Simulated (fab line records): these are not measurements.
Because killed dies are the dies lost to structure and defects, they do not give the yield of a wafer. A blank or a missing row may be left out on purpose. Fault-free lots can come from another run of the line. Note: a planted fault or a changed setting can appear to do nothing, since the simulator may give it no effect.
Lot-split experiment    flow berkeley-cmos170    23 wafers read from 5 lots, route of 331 steps

THE SPLIT
At UCB170_ACTIVE_PEB_11, the setting peb-temp-c was moved away from the recipe's 130 C on 8 of the 23 wafers read, by -2.9% to -1.8%. The other wafers ran this setting at the recipe's value.

FROM THE SPLIT TO THE READING: what the file shows between them, 4 steps
- UCB170_ACTIVE_DEVELOP_12: develop time 45 s
- UCB170_ACTIVE_CD_MEAS_13: target cd 1200 nm
- UCB170_ACTIVE_ETCH_15: etches Si3N4 in CH3F/Ar/O2, stops on SiO2, target depth 242 nm, time 151 s
- UCB170_ACTIVE_STRIP_16: strips in O2

THE READING
Shown in nm: cd-nm at UCB170_ACTIVE_CD_MEAS_90, with target cd 1200 nm. On this fab line, fault-free wafers typically give 1200.3 nm with a standard deviation of 1.5 nm.

wafer   tool, chamber at the split  peb-temp-c as run, C  against the recipe  cd-nm, nm  against lot-mates on the recipe
L079.2  litho-track-03, 0           126.2                 -2.9%               1230.5     +29.8
L079.3  litho-track-03, 0           126.2                 -2.9%               1230.5     +29.8
L079.4  litho-track-03, 0           126.2                 -2.9%               1232.0     +31.3
L079.5  litho-track-03, 0           130                   recipe              1199.9     -
L079.6  litho-track-03, 0           130                   recipe              1201.5     -
L081.1  litho-track-02, 0           130                   recipe              1200.7     -
L081.2  litho-track-02, 0           130                   recipe              1200.7     -
L081.3  litho-track-02, 0           130                   recipe              1201.3     -
L081.4  litho-track-02, 0           130                   recipe              1199.9     -
L081.6  litho-track-02, 0           130                   recipe              1201.2     -
L084.2  litho-track-03, 0           130                   recipe              1199.3     -
L084.3  litho-track-03, 0           130                   recipe              1198.5     -
L084.4  litho-track-03, 0           127.6                 -1.8%               1217.1     +18.9
L084.5  litho-track-03, 0           130                   recipe              1196.9     -
L084.6  litho-track-03, 0           127.6                 -1.8%               1218.7     +20.5
L083.1  litho-track-02, 0           130                   recipe              1200.9     -
L083.4  litho-track-02, 0           130                   recipe              1201.0     -
L083.5  litho-track-02, 0           130                   recipe              1201.7     -
L085.1  litho-track-01, 0           127.4                 -2.0%               1216.9     +19.1
L085.2  litho-track-01, 0           130                   recipe              1196.9     -
L085.3  litho-track-01, 0           130                   recipe              1198.7     -
L085.4  litho-track-01, 0           127.4                 -2.0%               1216.1     +18.3
L085.5  litho-track-01, 0           127.4                 -2.0%               1217.0     +19.2

THE FIT
A straight line over all 23 wafers: cd-nm changes by -9.96 nm for each +1% of peb-temp-c; r = -0.99; the points scatter about the line by 1.9 nm.
The same after taking each lot's own level away (the mean of its wafers on the recipe; 23 wafers): -10.2 nm for each +1%; r = -1.00; scatter 0.97 nm.
That fit puts the effect of the largest move of peb-temp-c on the reading at 30 nm.
The span of the lots' own levels, 1197.80 to 1201.20 nm, comes to 2.3 times the standard deviation stated above.
So the lot-to-lot level changes the slope little: the two slopes agree.
Check: with one of the wafers moved furthest among these (-2.9%) left out of the fit, the line predicts +29.7 nm for it against its lot-mates. It came out at +29.8 nm against them.

FURTHER SPLITS ON THESE WAFERS
Other splits were also applied to these wafers ahead of the reading. Each is held against what the fit with the lots' levels taken away leaves over:
other split on the same wafers         wafers away from the commonest value  r with cd-nm (lot level and that fit taken away)
UCB170_ZERO_COAT_01 resist-thk-nm      8                                     -0.36
UCB170_ZERO_DEVELOP_05 develop-time-s  9                                     -0.58
UCB170_NWELL_IMPLANT_14 dose-cm2       6                                     +0.11
UCB170_PWELL_OXIDATION_02 temp-c       15                                    -0.10
UCB170_ACTIVE_COAT_08 spin-rpm         11                                    -0.48

THE WHOLE CHAIN: every reading that the file lists as answering this split, in the file's order
step                      what it does                                                                reading                                                        change (the file's fit)               r (the file's)
UCB170_ACTIVE_CD_MEAS_13  target cd 1200 nm                                                           cd-nm                                                          -10.2 nm for each +1% of the setting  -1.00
UCB170_ACTIVE_ETCH_15     etches Si3N4 in CH3F/Ar/O2, stops on SiO2, target depth 242 nm, time 151 s  ACTIVE.cd-nm (the simulator's own value, which no gauge read)  -10.2 nm for each +1% of the setting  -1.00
UCB170_ACTIVE_CD_MEAS_90  target cd 1200 nm                                                           cd-nm                                                          -10.2 nm for each +1% of the setting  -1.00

THE FILE'S OWN FIT
cd-nm changes by -10.2 nm for each +1% of peb-temp-c, r = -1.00.
